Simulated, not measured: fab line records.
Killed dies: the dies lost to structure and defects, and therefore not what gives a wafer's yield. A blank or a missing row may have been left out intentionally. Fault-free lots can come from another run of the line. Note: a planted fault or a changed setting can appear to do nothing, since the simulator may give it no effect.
Code-filled problem report in 8D (eight disciplines) form || flow berkeley_cmos170 || the parts of the form that need people (team, actions taken, sign-off) are left out

== 1. PROBLEM STATEMENT ==
Mean NVT_TW at UCB170_NVT_TW_MEAS_09: 624 over 6 wafers in 2 lots; fault-free wafers: 526, standard deviation 4. Measured from the usual mean, that is +24 standard deviations.
Seen first at day 7 23:50 on film_metro-02, wafer L848.1. Wafers with a number at this step in the record: 42, from 14 lots. Rule for "out" (also "out of limits"): further than 4 standard deviations from the usual mean. The rest of the wafers with a number are treated as sound.

== 2. WHAT IT IS, AND WHAT IT ISN'T ==
{"question": "which readings at this step", "is": "NVT_TW", "is not": "-"}
{"question": "which lots", "is": "L848, L849", "is not": "L834, L835, L836, L837, L838, L839, L841, L842, L845, L854, L856, L857"}
{"question": "which wafers of those lots", "is": "all that have a number", "is not": "-"}
{"question": "read on which gauges", "is": "film_metro-02, film_metro-04", "is not": "film_metro-03"}
{"question": "when", "is": "from day 7 23:50", "is not": "up to then (27 sound wafers); but 9 sound wafers of L854, L856, L857 came after"}

== 3. SUSPECTS, AND WHAT RULES EACH OUT ==
Counting: any tool at a process step up to the reading is kept as a suspect provided that every lot that is out went through it and no sound lot did after the first of them.
- the gauge at UCB170_NVT_TW_MEAS_09 has been ruled out. 2 gauges (film_metro-02, film_metro-04) read the wafers that are out.
- implanter-03 at UCB170_NVT_IMPLANT_07: kept. Every lot that is out went through it, starting with L848 (day 7 23:35), and after that it ran no sound lot; the last sound lot it ran before then is L845 (day 7 11:42). Its own readings are out on those wafers: dose_ions_cm2, faraday_current_uA.
The count leaves implanter-03 at UCB170_NVT_IMPLANT_07.

== 4. THE CAUSE (what the simulator had put in) ==
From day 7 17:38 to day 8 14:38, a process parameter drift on implanter-03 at UCB170_NVT_IMPLANT_07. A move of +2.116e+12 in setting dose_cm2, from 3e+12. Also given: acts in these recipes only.
Only this tool survived the counting.

== 5. SEQUENCE OF EFFECTS, ordered by route ==
Rows list readings where the struck wafers' mean (over those with a number) sits beyond 3 standard deviations from the usual. Scope: only readings with a usual standard deviation given in the record; hours: median across lots of the time from each lot's start at the first step in this table that gives one to its start at this step; sigmas: change in usual standard deviations.
{"hours": 0, "step": "UCB170_NVT_IMPLANT_07", "reading": "dose_ions_cm2", "usual": 3.0001e+12, "on struck wafers": 5.1139e+12, "change": "+2.1138e+12", "sigmas": "+99 or more"}
{"hours": 0, "step": "UCB170_NVT_IMPLANT_07", "reading": "faraday_current_uA", "usual": 9.52, "on struck wafers": 16.29, "change": "+6.77", "sigmas": "+36"}
{"hours": 0, "step": "UCB170_NVT_TW_MEAS_09", "reading": "NVT_TW", "usual": 526, "on struck wafers": 624, "change": "+98", "sigmas": "+24"}
Here are the process steps it includes:
- UCB170_NVT_IMPLANT_07
At these later measuring or inspecting steps, every struck wafer for which the step has a row has a number for every such reading, and none has moved that far: UCB170_V2_OVL_MEAS_13.

== 6. WHAT WOULD HAVE CAUGHT IT SOONER ==
Counted from the fault's start at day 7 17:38, it took 6 hours until the first out-of-limits reading at a measuring or inspecting step in this record, taken at day 7 23:50.
Tool's own readings at UCB170_NVT_IMPLANT_07, dose_ions_cm2, faraday_current_uA: out on all struck wafers the step has rows for; an alarm limit on them would have tripped on the first.
Of the lots that are out (2), L849 began UCB170_NVT_IMPLANT_07 on implanter-03 after day 7 23:50. A hold on the tool at that time would have spared it.
